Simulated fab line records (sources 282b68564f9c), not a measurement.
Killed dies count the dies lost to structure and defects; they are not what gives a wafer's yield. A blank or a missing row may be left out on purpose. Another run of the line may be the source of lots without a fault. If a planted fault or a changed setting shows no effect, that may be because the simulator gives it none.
A struck lot beside a sound one || flow rit_cmos || 13 steps out of a route of 202
Sound: these wafers, L309.1, L309.3, L309.4. The struck wafers were L315.2, L315.5, L315.6. At the end, the cause is stated.
For every step that has rows: the tool of each side, followed by ch and its chambers, followed by its first start. Under that, the readings that differ: sound wafers || struck wafers || difference of the means || sigmas: that difference in standard deviations of wafers without a fault.
alike: readings whose means differ by less than 2 such deviations, and words and numbers that are the same on both sides. not compared: withheld readings, readings that some wafer has no value for, bounds like >300 that may hide the same value, and numbers for which the record gives no deviation and whose values overlap.
Wherever a step has rows on one side only, a row that says differs or no value, or a row with sigmas, the two part there. When numbers do not overlap yet have no deviation, they are printed without sigmas and do not part them. A reading missing from all wafers of one side parts the sides only when that side holds two or more wafers.

RIT_ACTIVE_BOW_MEAS_00:
  sound on film_metro-02 at day 1 20:00; struck on film_metro-02 at day 3 02:01
  alike: INCOMING_BOW
then, 1 step without rows for these wafers: RIT_ACTIVE_OXIDATION_01 (target thk 46.8 nm, ox time 3360 s).
RIT_ACTIVE_THK_MEAS_02:
  sound on film_metro-01 at day 1 22:07; struck on film_metro-03 at day 3 04:04
  alike: ACTIVE_OXIDE_THK
then, 1 step without rows for these wafers: RIT_ACTIVE_CVD_03 (deposits Si3N4 from SiH2Cl2/NH3, target thk 150 nm, time 1440 s).
RIT_ACTIVE_THK_MEAS_04:
  sound on film_metro-02 at day 1 23:57; struck on film_metro-03 at day 3 05:32
  alike: ACTIVE_NITRIDE_THK
then, 3 steps without rows for these wafers: RIT_ACTIVE_HMDS_05 (prime time 60 s); RIT_ACTIVE_COAT_06 (resist thk 1000 nm); RIT_ACTIVE_SOFTBAKE_07 (time 60 s).
RIT_ACTIVE_EXPOSE_08: exposes mask M1, target cd 1400 nm.
  sound on iline_stepper-01 ch 0, day 2 00:35; struck on iline_stepper-02 ch 0, day 3 06:11
{"reading": "mask", "sound": "M1#0 M1#0 M1#0", "struck": "M1_R1#0 M1_R1#0 M1_R1#0", "difference": "differs", "sigmas": ""}
  alike: stage_vel_mm_s
then, 2 steps without rows for these wafers: RIT_ACTIVE_PEB_09; RIT_ACTIVE_DEVELOP_10 (develop time 50 s).
RIT_ACTIVE_CD_MEAS_11: the cd target is 1400 nm.
  sound on cd_sem-02 at day 2 00:59; struck on cd_sem-01 at day 3 07:10
{"reading": "cd_nm (nm)", "sound": "1398.7 1397.4 1399.3", "struck": "1276.8 1275.7 1274.7", "difference": -122.7, "sigmas": -51}
  not compared: hold
RIT_M1_PROBE_99:
  rows exist in the record for the sound wafers here (prober-01, day 3 20:28), none for the struck ones

== WHERE THEY PART ==
Last at RIT_M1_PROBE_99 as far as this record goes, first at RIT_ACTIVE_EXPOSE_08.

WHY: what the simulator had put in
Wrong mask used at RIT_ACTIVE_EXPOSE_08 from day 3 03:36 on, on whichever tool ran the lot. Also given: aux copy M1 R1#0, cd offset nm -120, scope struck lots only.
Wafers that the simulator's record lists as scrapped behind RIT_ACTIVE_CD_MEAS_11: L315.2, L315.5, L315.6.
